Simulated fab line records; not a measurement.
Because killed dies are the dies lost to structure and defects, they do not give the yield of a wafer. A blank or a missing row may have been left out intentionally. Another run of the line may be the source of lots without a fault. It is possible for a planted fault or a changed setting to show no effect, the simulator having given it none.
A struck lot beside a sound one	flow rit_cmos	18 out of 202 route steps
Sound: the wafers L714.2, L714.3, L714.6. The struck wafers were L733.1, L733.2, L733.5. The cause is given at the end.
Order at every step that has rows: each side's tool, ch and its chambers, its first start. Under that, the readings that differ: sound wafers	struck wafers	difference of the means	sigmas: that difference in standard deviations of wafers without a fault.
alike: readings with means less than 2 such deviations apart, plus words and numbers identical on both sides. not compared: withheld readings, readings lacking a value on some wafer, bounds such as >300 that could conceal the same value, and numbers that have no deviation in the record and whose values overlap.
Wherever a step has rows on one side only, a row that says differs or no value, or a row with sigmas, the two part there. When numbers do not overlap yet have no deviation, they are printed without sigmas and do not part them. A reading that every wafer of one side lacks parts them only if that side has two wafers or more.

first, 4 steps without rows for these wafers: RIT_NSD_SOFTBAKE_02 (time 60 s); RIT_NSD_EXPOSE_03 (exposes mask M9, target cd 40700 nm); RIT_NSD_PEB_04; RIT_NSD_DEVELOP_05 (develop time 50 s).
RIT_NSD_OVL_MEAS_06:
  sound on overlay-02, day 3 03:57; struck on overlay-02, day 7 00:13
  alike: NSD_OVL
then, 2 steps without rows for these wafers: RIT_NSD_HARDBAKE_07 (time 60 s); RIT_NSD_IMPLANT_08.
RIT_NSD_STRIP_09: strips in O2, time 180 s.
  sound on plasma_asher-03 ch 1, day 3 04:17; struck on plasma_asher-02 ch 0,1, day 7 00:33
reading	sound	struck	difference	sigmas
drypump_motor_current_A (A)	5.3 5.3 5.3	5.4 6.4 6.4	+0.8	+2
  not compared: rf_hours_counter_h
RIT_NSD_TW_MEAS_10:
  sound on film_metro-04, day 3 04:28; struck on film_metro-03, day 7 00:43
reading	sound	struck	difference	sigmas
NSD_TW	3074 3063 3070	3151 3167 3148	+86	+2
then, 3 steps without rows for these wafers: RIT_PSD_HMDS_00 (prime time 60 s); RIT_PSD_COAT_01 (resist thk 1000 nm); RIT_PSD_SOFTBAKE_02 (time 60 s).
RIT_PSD_EXPOSE_03: exposes mask M10, target cd 40900 nm.
  sound on iline_stepper-01 ch 0, day 3 04:59; struck on iline_stepper-01 ch 0, day 7 01:22
reading	sound	struck	difference	sigmas
model.PSD.overlay_x_nm (nm)	0.3188 0.3188 0.3188	129.5 129.5 129.5	+129.2	
  alike: mask
then, 2 steps without rows for these wafers: RIT_PSD_PEB_04; RIT_PSD_DEVELOP_05 (develop time 50 s).
RIT_PSD_OVL_MEAS_06:
  sound on overlay-02, day 3 05:22; struck on overlay-01, day 7 01:46
reading	sound	struck	difference	sigmas
PSD_OVL (nm)	1.3 0.1 -0.9	130.1 129.7 130.0	+129.8	+99 or more
then, 1 step without rows for these wafers: RIT_PSD_HARDBAKE_07 (time 60 s).
RIT_M1_PROBE_99:
  sound on prober-01, day 3 14:02; struck on prober-02, day 7 10:01
  alike: killed_at_contacts, killed_at_front_end, killed_dies, killed_on_rim, killed_open, killed_short
  not compared: model.etest.select_edge_diode_p.leak_log10_a

## WHERE THEY PART
Last at RIT_PSD_OVL_MEAS_06 as far as this record goes, first at RIT_NSD_STRIP_09. Later steps at which nothing parts them and some readings are alike: RIT_M1_PROBE_99.

WHY: the cause the simulator had injected
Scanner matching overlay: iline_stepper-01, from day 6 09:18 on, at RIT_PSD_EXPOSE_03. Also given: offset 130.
